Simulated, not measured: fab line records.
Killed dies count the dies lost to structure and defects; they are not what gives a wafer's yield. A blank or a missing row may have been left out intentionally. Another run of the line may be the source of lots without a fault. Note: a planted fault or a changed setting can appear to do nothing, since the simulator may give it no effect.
Code-filled problem report in 8D (eight disciplines) form -- flow berkeley_cmos170 -- the parts of the form that need people (team, actions taken, sign-off) are left out

== 1. WHAT WENT WRONG ==
GATE_POLY_THK at UCB170_GATE_THK_MEAS_05 reads a mean of 104.3 nm on 3 wafers of 1 lot; wafers without a fault read 212.9 nm with a standard deviation of 1.9. Relative to the usual mean, that is a shift of -57 standard deviations.
First seen on wafer L563.1, day 10 06:53, on film_metro-03. The record has a number at this step for 39 wafers belonging to 13 lots. The rule behind "out" and "out of limits": a value lying over 4 standard deviations away from the usual mean. The rest of the wafers with a number are treated as sound.

== 2. WHAT IT IS, AND WHAT IT ISN'T ==
question,is,is not
which readings at this step,GATE_POLY_THK,-
which lots,L563,"L543, L544, L545, L547, L548, L549, L551, L552, L553, L554, L558, L566"
which wafers of those lots,all that have a number,-
read on which gauges,film_metro-03,"film_metro-01, film_metro-02"
when,from day 10 06:53,up to then (33 sound wafers); but 3 sound wafers of L566 came after

== 3. SUSPECTS, AND WHAT RULES EACH OUT ==
Counting: any tool at a process step up to the reading is kept as a suspect provided that every lot that is out went through it and no sound lot did after the first of them.
- the gauge at UCB170_GATE_THK_MEAS_05 is ruled out. All the wafers that are out were read on film_metro-03, but those of them that UCB170_GATE_CVD_04 has rows for are out there too, on other tools.
- rie_diel-01 at UCB170_ZERO_ETCH_06 (etches SiO2 in CHF3/CF4/Ar, time 12 s): ruled out as a lasting fault. Following L563 (day 5 23:11), the first lot on it that is out, the sound lots L566 were run on it.
- lpcvd-01 at UCB170_GATE_CVD_04 (deposits poly-Si from SiH4, time 1440 s, target thk 214 nm): ruled out as a lasting fault. Following L563 (day 10 05:29), the first lot on it that is out, the sound lots L566 were run on it.
Left after counting: nothing in the record.

== 4. THE CAUSE (what the simulator had put in) ==
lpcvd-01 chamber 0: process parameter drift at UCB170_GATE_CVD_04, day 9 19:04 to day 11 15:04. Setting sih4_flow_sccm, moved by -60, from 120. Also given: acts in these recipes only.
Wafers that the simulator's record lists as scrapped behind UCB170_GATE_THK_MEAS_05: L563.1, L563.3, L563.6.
Counting ruled it out, wrongly: the rule takes a fault to strike every lot that its tool runs from its start on, and this one did not.

== 5. THE EFFECT CHAIN, in route order ==
Each row: a reading whose mean over the struck wafers that have a number lies more than 3 standard deviations from the usual. Readings are gone through only where the record gives a usual standard deviation; hours: the median, over the lots, of the time from a lot's start at the first step in this table giving one to that lot's start at this step; sigmas: the change measured in usual standard deviations.
hours,step,reading,usual,on struck wafers,change,sigmas
0,UCB170_GATE_CVD_04,sih4_flow_sccm,120.0 sccm,60.1,-59.9,-99 or more
1,UCB170_GATE_THK_MEAS_05,GATE_POLY_THK,212.9 nm,104.3,-108.6,-57
The process steps in it:
- UCB170_GATE_CVD_04: deposits poly-Si from SiH4, time 1440 s, target thk 214 nm.

== 6. WHAT WOULD HAVE CAUGHT IT SOONER ==
12 hours passed between the start of the fault at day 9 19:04 and the first reading out of limits at a measuring or inspecting step in this record, taken at day 10 06:53.
At UCB170_GATE_CVD_04, the tool's own readings (sih4_flow_sccm) were out on each struck wafer the step has a row for, so an alarm limit on them would have fired on the first such wafer.
